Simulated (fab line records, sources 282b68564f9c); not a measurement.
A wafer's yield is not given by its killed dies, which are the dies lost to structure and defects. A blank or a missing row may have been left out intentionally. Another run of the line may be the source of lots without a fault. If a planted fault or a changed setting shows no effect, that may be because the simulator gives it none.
fab line records | flow rit-cmos | part 2 of 2: steps 35 to 49 of 49
record lots=5 | wafers=15 | last-day=6
route steps=202 shown NRETRO@63 PRETRO@64 GATE@75 FOX2@80 REOX@98 NLDD@103
lots untouched by any fault: they come from a run of this same line in which no faults occurred
start-h: start of the lot's first displayed wafer, in hours after the record's first day | wait-h: how many hours have passed since the lot's step before this one | " repeats the value in the row above | L1.1+2: a row that stands for several wafers | - no value present, or no start provided | * or withheld: withheld | < > ~ a bound
route shown NAME@n: NAME is a module with steps in the file, n the number in the route of the first one | usual: mean/standard deviation taken from wafers without a fault | same: alike in all rows | chamber/n: place in a boat | sites: readings site by site | _std_site: their standard deviation | _edge_site: outer sites' mean less inner sites' | radius-mm: for every site, how far away it sits from the centre of the wafer | mask NAME#n: copy n | behind: the tool/chamber that last shaped the wafer | hold: why the lot went on hold/how many hours it stayed there/how the hold came to an end | device: transistor that didn't switch, given as n, p or np | end of line: the same wafers' tests at the end of the route | where a step has no rows: the recipe by itself | killed: dies lost to structure and defects at the first sort, not the wafer's yield | map: shows each die of a wafer: x if killed, . if not, _ if none is there
set.NAME: the run value of the setting; set.NAME@STEP: its run value at that earlier step | model.NAME: the simulator's own value behind a step, which no gauge read
a table for each step, a row for each wafer; lots at some steps of the route
services: from which hour (start-h, from the record's first day; less than 0 if before it) a tool's chamber was out of use, for how many hours, and why
## steps
# step RIT_GATE_CD_MEAS_90
# recipe target-cd-nm=150
# usual cd-nm=150.0/2.7
lot.wafer | tool      | chamber | start-h | wait-h | cd-nm
L076.2    | cd-sem-02 | -       | 48.49   | 0.1    | 154.5
L076.3    | "         | -       | "       | "      | 156.6
L076.5    | "         | -       | "       | "      | 157.4
L077.2    | cd-sem-01 | -       | 56.32   | 0.1    | 146.2
L077.3    | "         | -       | "       | "      | 147.8
L077.5    | "         | -       | "       | "      | 147.7
L078.1    | cd-sem-02 | -       | 58.20   | 0.1    | 151.0
L078.2    | "         | -       | "       | "      | 151.3
L078.4    | "         | -       | "       | "      | 148.9
L084.4    | cd-sem-01 | -       | 91.45   | 0.1    | 149.3
L084.5    | "         | -       | "       | "      | 150.5
L084.6    | "         | -       | "       | "      | 151.2
L092.2    | cd-sem-02 | -       | 132.60  | 0.1    | 151.0
L092.3    | "         | -       | "       | "      | 151.6
L092.4    | "         | -       | "       | "      | 149.9
# step RIT_REOX_CLEAN_00
# recipe chemistry=SC1 | mix=3:3:50 | time-s=600 | temp-c=75
# same time-s=600
lot.wafer  | tool         | chamber | start-h | wait-h
L076.2+3+5 | wet-bench-04 | 3       | 48.59   | 0.1
L077.2+3+5 | wet-bench-03 | 0       | 56.42   | 0.1
L078.1+2+4 | wet-bench-04 | 3       | 58.32   | 0.1
L084.4+5+6 | wet-bench-04 | 1       | 91.51   | 0.0
L092.2+3+4 | wet-bench-03 | 2       | 132.70  | 0.1
# step RIT_REOX_CLEAN_01
# recipe chemistry=dHF | dilution=50:1 | time-s=30
# same time-s=30
lot.wafer  | tool         | chamber | start-h | wait-h
L076.2+3+5 | wet-bench-03 | 1       | 48.76   | 0.0
L077.2+3+5 | wet-bench-04 | 3       | 56.59   | 0.0
L078.1+2+4 | wet-bench-01 | 3       | 58.51   | 0.0
L084.4+5+6 | wet-bench-04 | 1       | 91.69   | 0.0
L092.2+3+4 | wet-bench-04 | 1       | 132.88  | 0.0
# step RIT_REOX_CLEAN_02
# recipe chemistry=SC2 | mix=3:3:50 | time-s=600 | temp-c=75 | dry=n2-spin
# same time-s=600
lot.wafer  | tool         | chamber | start-h | wait-h
L076.2+3+5 | wet-bench-04 | 2       | 48.78   | 0.0
L077.2+3+5 | wet-bench-01 | 1       | 56.61   | 0.0
L078.1+2+4 | wet-bench-04 | 0       | 58.55   | 0.0
L084.4+5+6 | wet-bench-04 | 0       | 91.71   | 0.0
L092.2+3+4 | wet-bench-01 | 1       | 132.90  | 0.0
# step RIT_REOX_OXIDATION_03
# recipe temp-c=900 | ambient=O2 | target-thk-a=252 | ox-time-s=5580
# usual spike-tc-centre-C=901.9/1.7
# same ox-time-s=5580
lot.wafer | tool       | chamber | start-h | wait-h | spike-tc-centre-C
L076.2    | furnace-04 | 0       | 49.49   | 0.5    | 903.6
L076.3    | "          | 0       | "       | "      | 904.2
L076.5    | "          | 0       | "       | "      | 901.8
L077.2    | furnace-01 | 0       | 58.09   | 1.3    | 899.2
L077.3    | "          | 0       | "       | "      | 898.7
L077.5    | "          | 0       | "       | "      | 900.2
L078.1    | furnace-04 | 0       | 61.05   | 2.3    | 901.6
L078.2    | "          | 0       | "       | "      | 903.2
L078.4    | "          | 0       | "       | "      | 903.0
L084.4    | furnace-03 | 0       | 94.42   | 2.5    | 902.8
L084.5    | "          | 0       | "       | "      | 902.8
L084.6    | "          | 0       | "       | "      | 902.8
L092.2    | furnace-03 | 0       | 133.62  | 0.5    | 902.2
L092.3    | "          | 0       | "       | "      | 901.0
L092.4    | "          | 0       | "       | "      | 902.7
# step RIT_REOX_THK_MEAS_04
# recipe reads=SiO2_of_REOX_OXIDATION_03
# usual REOX_OXIDE_THK=25.3/0.47
lot.wafer | tool          | chamber | start-h | wait-h | REOX_OXIDE_THK[nm]
L076.2    | film-metro-04 | -       | 52.05   | 0.0    | 25.7
L076.3    | "             | -       | "       | "      | 25.6
L076.5    | "             | -       | "       | "      | 25.6
L077.2    | film-metro-04 | -       | 60.65   | 0.0    | 25.4
L077.3    | "             | -       | "       | "      | 25.5
L077.5    | "             | -       | "       | "      | 25.3
L078.1    | film-metro-04 | -       | 63.60   | 0.0    | 24.8
L078.2    | "             | -       | "       | "      | 25.3
L078.4    | "             | -       | "       | "      | 25.2
L084.4    | film-metro-02 | -       | 97.00   | 0.0    | 25.0
L084.5    | "             | -       | "       | "      | 24.6
L084.6    | "             | -       | "       | "      | 24.7
L092.2    | film-metro-04 | -       | 136.18  | 0.0    | 25.4
L092.3    | "             | -       | "       | "      | 25.8
L092.4    | "             | -       | "       | "      | 25.5
# step RIT_NLDD_HMDS_00
# recipe prime-time-s=60 | prime-temp-c=140
lot.wafer  | tool           | chamber | start-h | wait-h
L076.2+3+5 | litho-track-04 | 0       | 52.13   | 0.1
L077.2+3+5 | litho-track-03 | 0       | 60.73   | 0.1
L078.1+2+4 | litho-track-03 | 0       | 63.66   | 0.1
L084.4+5+6 | litho-track-01 | 0       | 97.10   | 0.1
L092.2+3+4 | litho-track-01 | 0       | 136.25  | 0.1
# step RIT_NLDD_COAT_01
# recipe resist=NOVOLAK | spin-rpm=3250 | resist-thk-nm=1000
# usual dispense-pressure-kPa=52.5/1.4
lot.wafer | tool           | chamber | start-h | wait-h | dispense-pressure-kPa
L076.2    | litho-track-04 | 0       | 52.28   | 0.1    | 51.4
L076.3    | "              | 0       | "       | "      | 51.4
L076.5    | "              | 0       | "       | "      | 51.4
L077.2    | litho-track-03 | 0       | 60.88   | 0.1    | 54.2
L077.3    | "              | 0       | "       | "      | 54.2
L077.5    | "              | 0       | "       | "      | 54.2
L078.1    | litho-track-03 | 0       | 63.81   | 0.1    | 54.2
L078.2    | "              | 0       | "       | "      | 54.2
L078.4    | "              | 0       | "       | "      | 54.2
L084.4    | litho-track-01 | 0       | 97.25   | 0.1    | 51.3
L084.5    | "              | 0       | "       | "      | 51.3
L084.6    | "              | 0       | "       | "      | 51.4
L092.2    | litho-track-01 | 0       | 136.40  | 0.1    | 51.4
L092.3    | "              | 0       | "       | "      | 51.4
L092.4    | "              | 0       | "       | "      | 51.3
# step RIT_NLDD_SOFTBAKE_02
# recipe resist=NOVOLAK | temp-c=90 | time-s=60
# same time-s=60
lot.wafer  | tool           | chamber | start-h | wait-h
L076.2+3+5 | litho-track-04 | 0       | 52.43   | 0.1
L077.2+3+5 | litho-track-03 | 0       | 61.03   | 0.1
L078.1+2+4 | litho-track-03 | 0       | 63.96   | 0.1
L084.4+5+6 | litho-track-01 | 0       | 97.40   | 0.1
L092.2+3+4 | litho-track-01 | 0       | 136.55  | 0.1
# step RIT_NLDD_EXPOSE_03
# recipe mask-id=M7 | na=0.57 | target-cd-nm=40700 | dose-mj=250
lot.wafer  | tool             | chamber | start-h | wait-h | mask
L076.2+3+5 | iline-stepper-01 | 0       | 52.57   | 0.1    | M7#0
L077.2+3+5 | iline-stepper-02 | 0       | 61.29   | 0.2    | M7#0
L078.1+2+4 | iline-stepper-01 | 0       | 64.23   | 0.2    | M7#0
L084.4+5+6 | iline-stepper-02 | 0       | 97.54   | 0.1    | M7#0
L092.2+3+4 | iline-stepper-01 | 0       | 136.70  | 0.1    | M7#0
# step RIT_NLDD_PEB_04
# recipe resist=NOVOLAK | temp-c=withheld | time-s=withheld
lot.wafer  | tool           | chamber | start-h | wait-h
L076.2+3+5 | litho-track-03 | 0       | 52.70   | 0.1
L077.2+3+5 | litho-track-04 | 0       | 61.42   | 0.1
L078.1+2+4 | litho-track-03 | 0       | 64.35   | 0.1
L084.4+5+6 | litho-track-03 | 0       | 97.67   | 0.1
L092.2+3+4 | litho-track-03 | 0       | 136.82  | 0.1
# step RIT_NLDD_DEVELOP_05
# recipe resist=NOVOLAK | develop-time-s=50 | dev-temp-c=23
lot.wafer  | tool           | chamber | start-h | wait-h
L076.2+3+5 | litho-track-03 | 0       | -       | -
L077.2+3+5 | litho-track-04 | 0       | -       | -
L078.1+2+4 | litho-track-03 | 0       | -       | -
L084.4+5+6 | litho-track-03 | 0       | -       | -
L092.2+3+4 | litho-track-03 | 0       | -       | -
# step RIT_NLDD_OVL_MEAS_06
# usual NLDD_OVL=1.0/1.7
lot.wafer | tool       | chamber | start-h | wait-h | NLDD_OVL[nm]
L076.2    | overlay-02 | -       | 52.96   | -      | 2.4
L076.3    | "          | -       | "       | "      | 1.8
L076.5    | "          | -       | "       | "      | 1.3
L077.2    | overlay-01 | -       | 61.68   | -      | 2.2
L077.3    | "          | -       | "       | "      | 1.3
L077.5    | "          | -       | "       | "      | 1.5
L078.1    | overlay-02 | -       | 64.63   | -      | -0.1
L078.2    | "          | -       | "       | "      | -0.7
L078.4    | "          | -       | "       | "      | 0.2
L084.4    | overlay-01 | -       | 97.90   | -      | -1.9
L084.5    | "          | -       | "       | "      | -0.4
L084.6    | "          | -       | "       | "      | -1.7
L092.2    | overlay-01 | -       | 137.08  | -      | 0.3
L092.3    | "          | -       | "       | "      | -0.5
L092.4    | "          | -       | "       | "      | -0.6
# step RIT_NLDD_HARDBAKE_07
# recipe resist=NOVOLAK | temp-c=140 | time-s=60
# same time-s=60
lot.wafer  | tool           | chamber | start-h | wait-h
L076.2+3+5 | litho-track-04 | 0       | 53.01   | 0.0
L077.2+3+5 | litho-track-03 | 0       | 61.74   | 0.0
L078.1+2+4 | litho-track-01 | 0       | 64.67   | 0.0
L084.4+5+6 | litho-track-04 | 0       | 97.99   | 0.1
L092.2+3+4 | litho-track-04 | 0       | 137.14  | 0.0
# step RIT_NLDD_IMPLANT_08
# recipe species=P | energy-kev=20 | dose-cm2=5e+14 | tilt-deg=7
lot.wafer  | tool         | chamber | start-h | wait-h
L076.2+3+5 | implanter-01 | 0       | 53.16   | 0.1
L077.2+3+5 | implanter-01 | 0       | 61.89   | 0.1
L078.1+2+4 | implanter-01 | 0       | 64.82   | 0.1
L084.4+5+6 | implanter-04 | 0       | 98.14   | 0.1
L092.2+3+4 | implanter-04 | 0       | 137.29  | 0.1
## services
tool             | chamber | start-h | hours | kind
implanter-02     | -       | 19.58   | 6.0   | repair
implanter-02     | -       | 23.83   | 3.8   | repair
implanter-02     | -       | 27.58   | 5.1   | pm
implanter-01     | -       | 35.78   | 8.5   | repair
iline-stepper-02 | -       | 38.69   | 1.7   | pm
plasma-asher-01  | -       | 40.16   | 3.9   | repair
plasma-asher-04  | -       | 46.52   | 3.4   | repair
plasma-asher-02  | -       | 52.80   | 3.8   | repair
plasma-asher-04  | -       | 59.29   | 5.9   | repair
implanter-02     | -       | 62.72   | 1.9   | repair
plasma-asher-04  | -       | 68.83   | 0.6   | repair
iline-stepper-01 | -       | 75.68   | 17.6  | repair
wet-bench-02     | -       | 85.43   | 2.3   | repair
implanter-01     | -       | 87.23   | 1.3   | repair
iline-stepper-02 | -       | 87.65   | 1.0   | repair
wet-bench-03     | -       | 90.23   | 1.8   | repair
iline-stepper-01 | -       | 99.59   | 12.5  | repair
plasma-asher-03  | -       | 101.48  | 7.2   | repair
implanter-04     | -       | 109.88  | 23.9  | pm
furnace-01       | -       | 111.23  | 1.6   | pm
iline-stepper-02 | -       | 126.92  | 3.2   | repair
rie-si-02        | 0       | 132.46  | 4.8   | repair
implanter-04     | -       | 134.03  | 2.0   | pm
iline-stepper-02 | -       | 135.21  | 9.5   | repair
